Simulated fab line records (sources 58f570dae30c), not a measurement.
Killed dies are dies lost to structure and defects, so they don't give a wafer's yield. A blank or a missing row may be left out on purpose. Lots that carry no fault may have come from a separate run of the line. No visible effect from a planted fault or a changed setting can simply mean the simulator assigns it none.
fab line records + flow berkeley_cmos170
[record]
- lots = 14
- wafers = 42
- last_day = 11
route steps=331 shown M1@250
lots that met no fault: from a run of the same line without faults
start_h: the number of hours between the record's first day and the start of the first shown wafer of the lot + wait_h: hours elapsed since this lot's preceding step + " same as the row above + L1.1+2: several wafers, shown together as one row + - value missing, or start not given + * or withheld: withheld + < > ~ a bound
route shown NAME@n: names a module that has steps shown in the file, with the first one's number in the route + usual: mean and standard deviation over wafers with no fault + same: alike in all rows + chamber/n: place in a boat + sites: readings site by site + _std_site: the values' standard deviation + _edge_site: the outer-site mean with the inner-site mean subtracted + radius_mm: for every site, how far away it sits from the centre of the wafer + mask NAME#n: copy n + behind: tool/chamber where the wafer was last shaped + hold: why the lot went on hold/how many hours it stayed there/how the hold came to an end + device: whichever transistor did not switch (one of n, p or np) + end of line: tests run on the same wafers once the route is complete + where a step has no rows: the recipe by itself + killed: at the first sort, the dies lost to defects and structure; wafer yield is something else + map: the dies of a wafer, with x for killed, . for not killed, _ for no die there
set.NAME: the setting as run; set.NAME@STEP: as run at that earlier step + model.NAME: the simulator's own value behind a step, which no gauge read
steps of the route over a sample of lots; a table a step, a row a wafer
services: a tool's chamber out of use, with start hour (start_h, from the record's first day; less than 0 if before it), hours out, and reason
[[steps]]
[step UCB170_M1_METAL_ETCH_12]
[recipe]
- chemistry = Cl2/BCl3
- target = Al
- stop_on = PSG
- pressure_mtorr = 12
- target_depth_a = 7800
- over_etch_frac = 0.3
- time_s = 130
- icp_w = 600
- bias_w = 120
- Cl2_flow_sccm = 90
- bcl3_flow_sccm = 45
[usual]
- bcl3_flow_sccm = 45.01/0.13
- bias_w = 120.0/0.32
- drypump_motor_current_A = 5.6/0.5
- oes_product_au = 0.859/0.011
- throttle_valve_pct = 24.45/0.2
| lot.wafer | tool         | chamber | start_h | wait_h | bcl3_flow_sccm | bias_w | drypump_motor_current_A | oes_product_au | rf_hours_counter_h | throttle_valve_pct |
|-----------|--------------|---------|---------|--------|----------------|--------|-------------------------|----------------|--------------------|--------------------|
| L877.2    | rie_metal-01 | 0       | 147.97  | -      | 44.89          | 119.4  | 6.3                     | 0.869          | 6                  | 24.38              |
| L877.4    | "            | 1       | "       | "      | 45.13          | 119.9  | 5.2                     | 0.855          | -                  | 24.56              |
| L877.6    | "            | 1       | "       | "      | 44.90          | 120.2  | 5.2                     | 0.858          | -                  | 24.56              |
| L878.3    | rie_metal-04 | 0       | 149.27  | -      | 44.95          | 119.7  | 5.3                     | 0.869          | -                  | 24.60              |
| L878.4    | "            | 1       | "       | "      | 44.79          | 119.9  | 5.1                     | 0.850          | -                  | 24.24              |
| L878.6    | "            | 0       | "       | "      | 45.03          | 120.2  | 5.3                     | 0.875          | -                  | 24.61              |
| L879.2    | rie_metal-02 | 1       | 158.65  | -      | 44.94          | 120.0  | 6.0                     | 0.858          | 4                  | 24.84              |
| L879.4    | "            | 1       | "       | "      | 45.05          | 119.9  | 6.0                     | 0.865          | -                  | 24.85              |
| L879.6    | "            | 0       | "       | "      | 45.06          | 119.7  | 5.2                     | 0.856          | -                  | 24.24              |
| L880.3    | rie_metal-02 | 1       | 161.76  | -      | 44.99          | 120.2  | 5.9                     | 0.858          | -                  | 24.86              |
| L880.4    | "            | 0       | "       | "      | 44.92          | 120.0  | 5.2                     | 0.846          | -                  | 24.25              |
| L880.5    | "            | 1       | "       | "      | 44.94          | 120.0  | 6.0                     | 0.861          | -                  | 24.86              |
| L885.1    | rie_metal-02 | 1       | 173.19  | -      | 45.02          | 120.0  | 6.0                     | 0.852          | 5                  | 24.84              |
| L885.4    | "            | 0       | "       | "      | 45.06          | 119.9  | 5.2                     | 0.857          | -                  | 24.25              |
| L885.5    | "            | 1       | "       | "      | 45.05          | 120.1  | 6.0                     | 0.860          | -                  | 24.85              |
| L882.1    | rie_metal-04 | 0       | 175.36  | -      | 44.87          | 119.5  | 5.3                     | 0.863          | 2                  | 24.60              |
| L882.2    | "            | 1       | "       | "      | 44.99          | 119.8  | 5.1                     | 0.842          | 9                  | 24.24              |
| L882.3    | "            | 0       | "       | "      | 44.99          | 119.5  | 5.2                     | 0.874          | -                  | 24.60              |
| L884.3    | rie_metal-02 | 1       | 175.77  | -      | -              | -      | -                       | -              | -                  | -                  |
| L884.5    | "            | 1       | "       | "      | -              | -      | -                       | -              | -                  | -                  |
| L884.6    | "            | 0       | "       | "      | -              | -      | -                       | -              | -                  | -                  |
| L883.4    | rie_metal-01 | 0       | 177.09  | -      | -              | -      | -                       | -              | -                  | -                  |
| L883.5    | "            | 0       | "       | "      | -              | -      | -                       | -              | -                  | -                  |
| L883.6    | "            | 0       | "       | "      | -              | -      | -                       | -              | -                  | -                  |
| L890.2    | rie_metal-01 | 1       | 194.29  | -      | 45.00          | 119.7  | 5.1                     | 0.846          | 12                 | 24.59              |
| L890.3    | "            | 1       | "       | "      | 45.02          | 120.0  | 5.2                     | 0.851          | -                  | 24.56              |
| L890.5    | "            | 0       | "       | "      | 44.98          | 119.7  | 6.3                     | 0.849          | -                  | 24.38              |
| L894.2    | rie_metal-04 | 0       | 219.40  | -      | 45.01          | 120.0  | 5.3                     | 0.887          | 3                  | 24.58              |
| L894.3    | "            | 0       | "       | "      | 45.09          | 120.2  | 5.2                     | 0.878          | -                  | 24.58              |
| L894.5    | "            | 0       | "       | "      | 45.09          | 119.9  | 5.3                     | 0.872          | -                  | 24.59              |
| L893.1    | rie_metal-01 | 0       | 219.80  | -      | 44.82          | 120.2  | 6.3                     | 0.860          | 9                  | 24.36              |
| L893.4    | "            | 0       | "       | "      | 44.95          | 120.6  | 6.2                     | 0.857          | -                  | 24.38              |
| L893.6    | "            | 0       | "       | "      | 44.92          | 120.1  | 6.2                     | 0.873          | -                  | 24.39              |
| L895.1    | rie_metal-04 | 1       | 219.98  | -      | 44.77          | 120.1  | 5.1                     | 0.855          | 11                 | 24.23              |
| L895.2    | "            | 0       | "       | "      | 45.02          | 120.4  | 5.3                     | 0.869          | 3                  | 24.60              |
| L895.4    | "            | 1       | "       | "      | 44.73          | 120.4  | 5.1                     | 0.869          | -                  | 24.22              |
| L899.3    | rie_metal-02 | 1       | 245.28  | -      | 44.80          | 119.9  | 6.0                     | 0.859          | -                  | 24.84              |
| L899.4    | "            | 0       | "       | "      | 44.93          | 119.9  | 5.2                     | 0.856          | -                  | 24.24              |
| L899.5    | "            | 1       | "       | "      | 44.83          | 119.7  | 6.0                     | 0.873          | -                  | 24.85              |
| L898.1    | rie_metal-04 | 1       | 245.39  | -      | 45.02          | 119.6  | 5.1                     | 0.850          | 11                 | 24.25              |
| L898.2    | "            | 0       | "       | "      | 45.04          | 119.9  | 5.3                     | 0.882          | 4                  | 24.58              |
| L898.3    | "            | 1       | "       | "      | 45.11          | 119.3  | 5.1                     | 0.851          | -                  | 24.25              |
[step UCB170_M1_CD_MEAS_90]
[recipe]
- target_cd_nm = 700
[usual]
- cd_nm = 699.9/2.8
| lot.wafer | tool      | chamber | start_h | wait_h | cd_nm |
|-----------|-----------|---------|---------|--------|-------|
| L877.2    | cd_sem-01 | -       | 148.23  | 0.1    | 694.4 |
| L877.4    | "         | -       | "       | "      | 697.8 |
| L877.6    | "         | -       | "       | "      | 696.3 |
| L878.3    | cd_sem-01 | -       | 149.50  | 0.1    | 700.6 |
| L878.4    | "         | -       | "       | "      | 698.7 |
| L878.6    | "         | -       | "       | "      | 697.7 |
| L879.2    | cd_sem-02 | -       | 158.95  | 0.1    | 701.0 |
| L879.4    | "         | -       | "       | "      | 701.5 |
| L879.6    | "         | -       | "       | "      | 702.3 |
| L880.3    | cd_sem-02 | -       | 161.99  | 0.1    | 702.1 |
| L880.4    | "         | -       | "       | "      | 703.2 |
| L880.5    | "         | -       | "       | "      | 698.3 |
| L885.1    | cd_sem-02 | -       | 173.42  | 0.1    | 695.5 |
| L885.4    | "         | -       | "       | "      | 699.7 |
| L885.5    | "         | -       | "       | "      | 697.5 |
| L882.1    | cd_sem-01 | -       | 175.60  | 0.1    | 700.4 |
| L882.2    | "         | -       | "       | "      | 696.8 |
| L882.3    | "         | -       | "       | "      | 701.8 |
| L884.3    | cd_sem-01 | -       | 176.00  | 0.1    | -     |
| L884.5    | "         | -       | "       | "      | -     |
| L884.6    | "         | -       | "       | "      | -     |
| L883.4    | cd_sem-01 | -       | 177.38  | 0.1    | -     |
| L883.5    | "         | -       | "       | "      | -     |
| L883.6    | "         | -       | "       | "      | -     |
| L890.2    | cd_sem-02 | -       | 194.54  | 0.1    | 700.0 |
| L890.3    | "         | -       | "       | "      | 700.1 |
| L890.5    | "         | -       | "       | "      | 696.4 |
| L894.2    | cd_sem-01 | -       | 219.68  | 0.1    | 697.2 |
| L894.3    | "         | -       | "       | "      | 696.9 |
| L894.5    | "         | -       | "       | "      | 700.5 |
| L893.1    | cd_sem-01 | -       | 220.16  | 0.1    | 700.3 |
| L893.4    | "         | -       | "       | "      | 701.4 |
| L893.6    | "         | -       | "       | "      | 701.3 |
| L895.1    | cd_sem-02 | -       | 220.22  | 0.1    | 697.1 |
| L895.2    | "         | -       | "       | "      | 698.7 |
| L895.4    | "         | -       | "       | "      | 697.8 |
| L899.3    | cd_sem-02 | -       | 245.61  | 0.1    | 703.6 |
| L899.4    | "         | -       | "       | "      | 705.1 |
| L899.5    | "         | -       | "       | "      | 702.3 |
| L898.1    | cd_sem-02 | -       | 245.69  | 0.1    | 696.2 |
| L898.2    | "         | -       | "       | "      | 702.1 |
| L898.3    | "         | -       | "       | "      | 694.7 |
[[services]]
| tool         | chamber | start_h | hours | kind           |
|--------------|---------|---------|-------|----------------|
| rie_metal-01 | 1       | 205.72  | -     | clean          |
| rie_metal-01 | 1       | 205.72  | 32.4  | scheduled_down |
| rie_metal-01 | 1       | 205.72  | 32.4  | vent_cycle     |
[[key]]
[first_sign]
- step = UCB170_M1_METAL_ETCH_12
- reading = tool_record
- direction = missing
[effect]
- step = UCB170_M1_CD_MEAS_90
- reading = cd_nm
- direction = missing
met_at UCB170_M1_METAL_ETCH_12
struck_lots L883,L884
later_rows_left_out L883.4,L883.5,L883.6,L884.3,L884.5,L884.6
sort_left_out L883.4,L883.5,L883.6,L884.3,L884.5,L884.6
onset_between 173.19 175.77
[fault]
- kind = skipped_step_whole
- tool = rie_metal-01,rie_metal-02
- chamber = -
- onset_h = 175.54
- steps = UCB170_M1_METAL_ETCH_12
- scope = struck_lots_only
// sort_left_out: the simulated sort isn't trusted on such a fault, so these wafers' sort isn't shown, and their yield isn't known
// later_rows_left_out: the simulator's readings of these wafers behind a module that went badly wrong aren't trusted and aren't shown, but for the sort
